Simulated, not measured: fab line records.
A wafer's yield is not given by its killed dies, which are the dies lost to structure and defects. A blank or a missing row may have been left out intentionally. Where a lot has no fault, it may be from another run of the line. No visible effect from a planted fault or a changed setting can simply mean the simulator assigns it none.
Struck lot and sound lot, side by side | flow ritCmos | 39 steps out of a route of 202
Sound: wafers L193.2, L193.4, L193.5. Struck: wafers L201.2, L201.3, L201.4. Last of all comes the cause.
Per side, at each step with rows, come the tool, then ch with its chambers, and then its first start. Under that, the readings that differ: sound wafers | struck wafers | difference of the means | sigmas: that difference in standard deviations of wafers without a fault.
alike: readings whose means differ by less than 2 such deviations, and words and numbers that are the same on both sides. not compared: withheld readings, readings that some wafer has no value for, bounds like >300 that may hide the same value, and numbers for which the record gives no deviation and whose values overlap.
A row with sigmas, a row that says differs or no value, or rows on one side alone: a step with any of these is where the two part. Numbers that have no deviation but don't overlap get no sigmas and don't part them. A reading missing from all wafers of one side parts the sides only when that side holds two or more wafers.

first, 3 steps without rows for these wafers: RIT_GATE_EXPOSE_13 (exposes mask M6, target cd 150 nm); RIT_GATE_PEB_14; RIT_GATE_DEVELOP_15 (develop time 50 s).
RIT_GATE_CD_MEAS_16 targets a cd of 150 nm.
  sound on cdSem-01 at day 4 10:10; struck on cdSem-02 at day 5 21:19
  alike: cdNm
RIT_GATE_OVL_MEAS_17:
  sound on overlay-01 at day 4 10:17; struck on overlay-01 at day 5 21:26
  alike: GATE_OVL
then, 1 step without rows for these wafers: RIT_GATE_HARDBAKE_18 (time 60 s).
RIT_GATE_ETCH_19: etches poly-Si in SF6/CHF3/O2, stops on SiO2, time 165 s, target depth 312.5 nm.
  sound on rieSi-01 ch 0,3, day 4 10:28; struck on rieSi-01 ch 0,2, day 5 21:37
  alike: drypumpMotorCurrentA, oesProductAu, rfFwdPowerW, throttleValvePct
  not compared: rfHoursCounterH
RIT_GATE_STRIP_20: strips in O2, time 180 s.
  sound on plasmaAsher-02 ch 0, day 4 10:34; struck on plasmaAsher-04 ch 0,1, day 5 21:43
  alike: drypumpMotorCurrentA
  not compared: rfHoursCounterH
RIT_GATE_CD_MEAS_90 targets a cd of 150 nm.
  sound on cdSem-01 at day 4 10:46; struck on cdSem-02 at day 5 21:55
  alike: cdNm
then, 3 steps without rows for these wafers: RIT_REOX_CLEAN_00 (cleans in SC1, time 600 s); RIT_REOX_CLEAN_01 (cleans in dHF, time 30 s); RIT_REOX_CLEAN_02 (cleans in SC2, time 600 s).
RIT_REOX_OXIDATION_03: target thk 25.2 nm, ox time 5580 s.
  sound on furnace-01 ch 0, day 4 11:49; struck on furnace-01 ch 0, day 5 23:05
reading                                    | sound             | struck            | difference | sigmas
model.SiO2_of_REOX_OXIDATION_03.thkNm (nm) | 25.86 26.37 26.48 | 28.86 29.02 27.93 | +2.37      | 
  alike: spikeTcCentreC
RIT_REOX_THK_MEAS_04:
  sound on filmMetro-02 at day 4 14:22; struck on filmMetro-02 at day 6 01:39
reading             | sound          | struck         | difference | sigmas
REOX_OXIDE_THK (nm) | 25.8 26.4 26.5 | 28.8 29.1 27.9 | +2.4       | +4
then, 6 steps without rows for these wafers: RIT_NLDD_HMDS_00 (prime time 60 s); RIT_NLDD_COAT_01 (resist thk 1000 nm); RIT_NLDD_SOFTBAKE_02 (time 60 s); RIT_NLDD_EXPOSE_03 (exposes mask M7, target cd 40700 nm); RIT_NLDD_PEB_04; RIT_NLDD_DEVELOP_05 (develop time 50 s).
RIT_NLDD_OVL_MEAS_06:
  sound on overlay-01 at day 4 15:16; struck on overlay-01 at day 6 02:41
  alike: NLDD_OVL
then, 2 steps without rows for these wafers: RIT_NLDD_HARDBAKE_07 (time 60 s); RIT_NLDD_IMPLANT_08.
RIT_NLDD_STRIP_09: strips in O2, time 180 s.
  sound on plasmaAsher-01 ch 0,1, day 4 15:36; struck on plasmaAsher-03 ch 0,1, day 6 03:01
  alike: drypumpMotorCurrentA
  not compared: rfHoursCounterH
RIT_NLDD_TW_MEAS_10:
  sound on filmMetro-02 at day 4 15:47; struck on filmMetro-01 at day 6 03:11
  alike: NLDD_TW
then, 6 steps without rows for these wafers: RIT_PLDD_HMDS_00 (prime time 60 s); RIT_PLDD_COAT_01 (resist thk 1000 nm); RIT_PLDD_SOFTBAKE_02 (time 60 s); RIT_PLDD_EXPOSE_03 (exposes mask M8, target cd 40900 nm); RIT_PLDD_PEB_04; RIT_PLDD_DEVELOP_05 (develop time 50 s).
RIT_PLDD_OVL_MEAS_06:
  sound on overlay-01 at day 4 16:41; struck on overlay-01 at day 6 04:13
  alike: PLDD_OVL
then, 2 steps without rows for these wafers: RIT_PLDD_HARDBAKE_07 (time 60 s); RIT_PLDD_IMPLANT_08.
RIT_PLDD_STRIP_09: strips in O2, time 180 s.
  sound on plasmaAsher-03 ch 0,1, day 4 17:01; struck on plasmaAsher-02 ch 0,1, day 6 04:33
reading                  | sound       | struck      | difference | sigmas
drypumpMotorCurrentA (A) | 5.0 4.9 5.7 | 6.5 6.5 6.0 | +1.1       | +2
  not compared: rfHoursCounterH
RIT_PLDD_TW_MEAS_10:
  sound on filmMetro-02 at day 4 17:13; struck on filmMetro-04 at day 6 04:44
  alike: PLDD_TW
RIT_SPACER_CLEAN_00: cleans in SC1, time 600 s.
  sound on wetBench-02 ch 3, day 4 17:16; struck on wetBench-03 ch 0, day 6 04:47
reading                                    | sound            | struck          | difference | sigmas
model.SiO2_of_REOX_OXIDATION_03.thkNm (nm) | 23.83 24.31 24.4 | 26.67 26.8 25.8 | +2.24      | 
then, 1 step without rows for these wafers: RIT_SPACER_CLEAN_01 (cleans in dHF, time 30 s).
RIT_M1_PROBE_99:
  sound on prober-01 at day 5 07:43; struck on prober-01 at day 6 18:44
reading                         | sound             | struck            | difference | sigmas
model.etest.pmosTurned.rOnOhmUm | 3523 3731 3705    | 4103 4066 3883    | +364       | 
model.etest.pmos_0p3.rOnOhmUm   | 6377 6536 6592    | 6686 6597 6688    | +155       | 
model.etest.pmos_0p15.rOnOhmUm  | 2828 2949 2940    | 3159 3100 3075    | +206       | 
model.etest.pldd.rsOhmSq        | 538.1 575 577     | 710.7 719.6 628   | +122.7     | 
model.etest.nmos_0p15.rOnOhmUm  | 1118 1162 1144    | 1248 1227 1241    | +97        | 
model.etest.nmos_0p3.rOnOhmUm   | 2151 2185 2181    | 2231 2234 2250    | +66        | 
model.etest.nldd.rsOhmSq        | 384.2 395.5 395.7 | 468.9 472.1 438.9 | +68.2      | 
model.etest.pldd.lineOhmUm      | 166.7 178.5 181   | 221.9 225.1 198.2 | +39.7      | 
  alike: killedAtContacts, killedAtFrontEnd, killedDies, killedOpen, killedShort

== WHERE THEY PART ==
At RIT_REOX_THK_MEAS_04 first; at RIT_PLDD_STRIP_09 last (within this record only). Later steps at which nothing parts them and some readings are alike: RIT_PLDD_TW_MEAS_10, RIT_M1_PROBE_99.

WHY: what the simulator had put in
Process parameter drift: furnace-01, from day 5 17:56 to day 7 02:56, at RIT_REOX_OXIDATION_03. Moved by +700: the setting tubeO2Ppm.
